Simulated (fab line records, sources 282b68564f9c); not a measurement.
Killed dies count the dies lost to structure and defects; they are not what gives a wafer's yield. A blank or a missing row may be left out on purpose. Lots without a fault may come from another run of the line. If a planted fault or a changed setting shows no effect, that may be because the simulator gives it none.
One fault through the eyes of 2 desks || flow ritCmos || what lay behind the numbers comes last; until then each desk has only its own

## AT THE TOOL OWNER'S DESK: lithoTrack-04
At RIT_NLDD_SOFTBAKE_02 (time 60 s), the tool's own readings, given per lot that ran on this tool as the mean of the sampled wafers with a number. The brackets show how far a lot's mean lies from the usual mean; more than 4 standard deviations puts the lot out of limits, marked OUT.
Columns: A = heaterPowerTotalW at RIT_NLDD_SOFTBAKE_02, usual 34.57 W; B = plateTempC at RIT_NLDD_SOFTBAKE_02, usual 89.99 C
{"lot": "L704", "first seen here": "day 2 17:56", "A": 34.53, "B": 89.98}
{"lot": "L706", "first seen here": "day 3 04:57", "A": 34.53, "B": 89.89}
{"lot": "L710", "first seen here": "day 4 01:20", "A": 34.58, "B": 89.95}
{"lot": "L712", "first seen here": "day 4 10:17", "A": 34.57, "B": 89.82}
{"lot": "L713", "first seen here": "day 4 13:14", "A": 34.55, "B": 90.01}
{"lot": "L714", "first seen here": "day 4 18:33", "A": 34.59, "B": 89.95}
{"lot": "L720", "first seen here": "day 6 00:22", "A": "36.18 (+34) OUT", "B": "93.09 (+26) OUT"}
{"lot": "L721", "first seen here": "day 6 06:50", "A": "36.25 (+35) OUT", "B": "93.05 (+26) OUT"}
Finding of this desk: L720, L721 out of limits; the first was L720 at day 6 00:22, on heaterPowerTotalW at RIT_NLDD_SOFTBAKE_02. L704, L706, L710, L712, L713, L714: within limits.

## THE METROLOGY DESK
Means of the sampled wafers that have a number, per lot and without regard to the tool the lot ran on: this is what the gauges read. The brackets show how far a lot's mean lies from the usual mean; more than 4 standard deviations puts the lot out of limits, marked OUT.
Columns: A = cdNm at RIT_GATE_CD_MEAS_16, usual 149.0 nm; B = PLDD_OVL at RIT_PLDD_OVL_MEAS_06, usual 1.0 nm
{"lot": "L704", "first seen here": "day 2 13:56", "A": 147.6, "B": 1.8}
{"lot": "L705", "first seen here": "day 2 18:01", "A": 149.0, "B": -0.3}
{"lot": "L706", "first seen here": "day 3 00:47", "A": 150.5, "B": 1.1}
{"lot": "L707", "first seen here": "day 3 05:11", "A": 148.0, "B": 2.2}
{"lot": "L708", "first seen here": "day 3 09:33", "A": 146.4, "B": 0.7}
{"lot": "L709", "first seen here": "day 3 14:22", "A": 146.4, "B": 0.2}
{"lot": "L710", "first seen here": "day 3 21:21", "A": 146.0, "B": -0.7}
{"lot": "L711", "first seen here": "day 4 01:25", "A": 153.8, "B": 1.5}
{"lot": "L712", "first seen here": "day 4 06:01", "A": 146.8, "B": 1.9}
{"lot": "L713", "first seen here": "day 4 09:13", "A": 148.0, "B": -0.8}
{"lot": "L714", "first seen here": "day 4 14:20", "A": 146.9, "B": 0.9}
{"lot": "L715", "first seen here": "day 4 20:25", "A": 150.0, "B": 0.4}
{"lot": "L720", "first seen here": "day 5 20:20", "A": 154.6, "B": 1.2}
{"lot": "L721", "first seen here": "day 6 02:49", "A": 153.2, "B": 0.9}
This desk's finding: nothing out of limits on any of the 14 lots.

## TAKEN TOGETHER
The tool owner's desk had the chance to raise an alarm at day 6 00:22 on L720, L721.
At the metrology desk, nothing out of limits was observed.
The metrology desk holds a record of L720, L721, inside its limits.
On lithoTrack-04, each named lot ran RIT_NLDD_SOFTBAKE_02.

## WHAT WAS PUT IN BY THE SIMULATOR
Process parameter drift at RIT_NLDD_SOFTBAKE_02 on lithoTrack-04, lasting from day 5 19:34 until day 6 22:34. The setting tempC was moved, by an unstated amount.
Shown lots that were struck: L720, L721.
Each desk's first reading out of limits, in hours after the fault started: the tool owner's desk, 5.
